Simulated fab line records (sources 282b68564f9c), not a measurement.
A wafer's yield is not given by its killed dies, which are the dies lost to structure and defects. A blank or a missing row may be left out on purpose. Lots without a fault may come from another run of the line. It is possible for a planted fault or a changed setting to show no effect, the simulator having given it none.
Problem report in the 8D (eight disciplines) form, filled by code    flow rit-cmos    the parts of the form that need people (team, actions taken, sign-off) are left out

## 1. WHAT WENT WRONG
Wafers without a fault read 0.1 %, standard deviation 0.23; sort_bin_3_pad_short at RIT_M1_PROBE_99 reads a mean of 3.8 % on 2 wafers belonging to 2 lots. That puts it +16 standard deviations away from the usual mean.
Seen first at day 7 12:53 on prober-02, wafer L585.1. The record holds 42 wafers of 14 lots with a number at this step. The rule behind "out" and "out of limits": a value lying over 4 standard deviations away from the usual mean. The other wafers with a number count as sound.

## 2. WHAT IT IS AND WHAT IT IS NOT
question                     is                                                                                                         is not
which readings at this step  sort_bin_3_pad_short, defect-limited-yield, killed-dies, sort_bin_5_function, sort-n-pass, sort-yield-pct  killed-at-contacts, killed-at-front-end, killed-on-rim, killed-open, killed-short
which lots                   L585, L586                                                                                                 L566, L568, L569, L570, L572, L573, L574, L576, L577, L583, L587, L588
which wafers of those lots   L585.1, L586.5                                                                                             L585.3, L585.6, L586.4, L586.6
read on which tools          prober-01, prober-02                                                                                       -
when                         from day 7 12:53                                                                                           up to then (30 sound wafers); but 10 sound wafers of L585, L586, L587, L588 came after

## 3. SUSPECTS, AND WHAT RULES EACH OUT
Counting: a tool at a process step up to the reading stays a suspect if it ran every lot that is out. Sound lots after the first of them don't rule it out here, since some wafers of a struck lot are sound.
- pvd-sputter-01 at RIT_M1_SPUTTER_00 (material Al, target thk 400 nm, time 500 s): kept. Ran every lot that is out, first one L585 (day 7 08:43); last sound lot up to then L577 (day 5 19:59).
- plasma-asher-02 at RIT_M1_STRIP_14 (strips in O2, time 180 s): kept. Ran every lot that is out, first one L585 (day 7 10:58); last sound lot up to then L583 (day 7 02:56).
What counting leaves: pvd-sputter-01 at RIT_M1_SPUTTER_00 and plasma-asher-02 at RIT_M1_STRIP_14.

## 4. THE CAUSE (what the simulator had put in)
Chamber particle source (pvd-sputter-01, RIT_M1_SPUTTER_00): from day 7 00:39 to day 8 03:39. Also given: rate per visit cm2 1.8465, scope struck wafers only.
Of the 2 suspects that counting leaves, this tool is one.

## 5. SEQUENCE OF EFFECTS, ordered by route
Each row: a reading where the mean over the struck wafers with a number is more than 3 standard deviations away from the usual. Only readings whose record carries a usual standard deviation are examined. hours: median over the lots of the time between each lot's start at the first step of this table that gives one and its start at this step. sigmas: the change, counted in usual standard deviations.
hours  step             reading               usual   on struck wafers  change  sigmas
0      RIT_M1_PROBE_99  defect-limited-yield  97.5 %  82.6              -14.9   -12
0      RIT_M1_PROBE_99  killed-dies           7       46                +39     +13
0      RIT_M1_PROBE_99  sort_bin_3_pad_short  0.1 %   3.8               +3.7    +16
0      RIT_M1_PROBE_99  sort_bin_5_function   1.4 %   11.9              +10.5   +14
0      RIT_M1_PROBE_99  sort-n-pass           257     218               -39     -13
0      RIT_M1_PROBE_99  sort-yield-pct        97.5 %  82.6              -14.9   -12
Process steps it contains:
- RIT_M1_PROBE_99

## 6. HOW IT WOULD HAVE BEEN CAUGHT EARLIER
In this record no reading fell out of limits until day 7 12:53, 12 hours after the fault had begun at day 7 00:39.
No tool reading at RIT_M1_SPUTTER_00 that has a usual standard deviation in the record was out on any struck wafer, so an alarm limit of 4 standard deviations on those readings would not have fired.
Of the lots that are out (2), L586 began RIT_M1_SPUTTER_00 on pvd-sputter-01 after day 7 12:53. A hold on the tool at that time would have spared it.
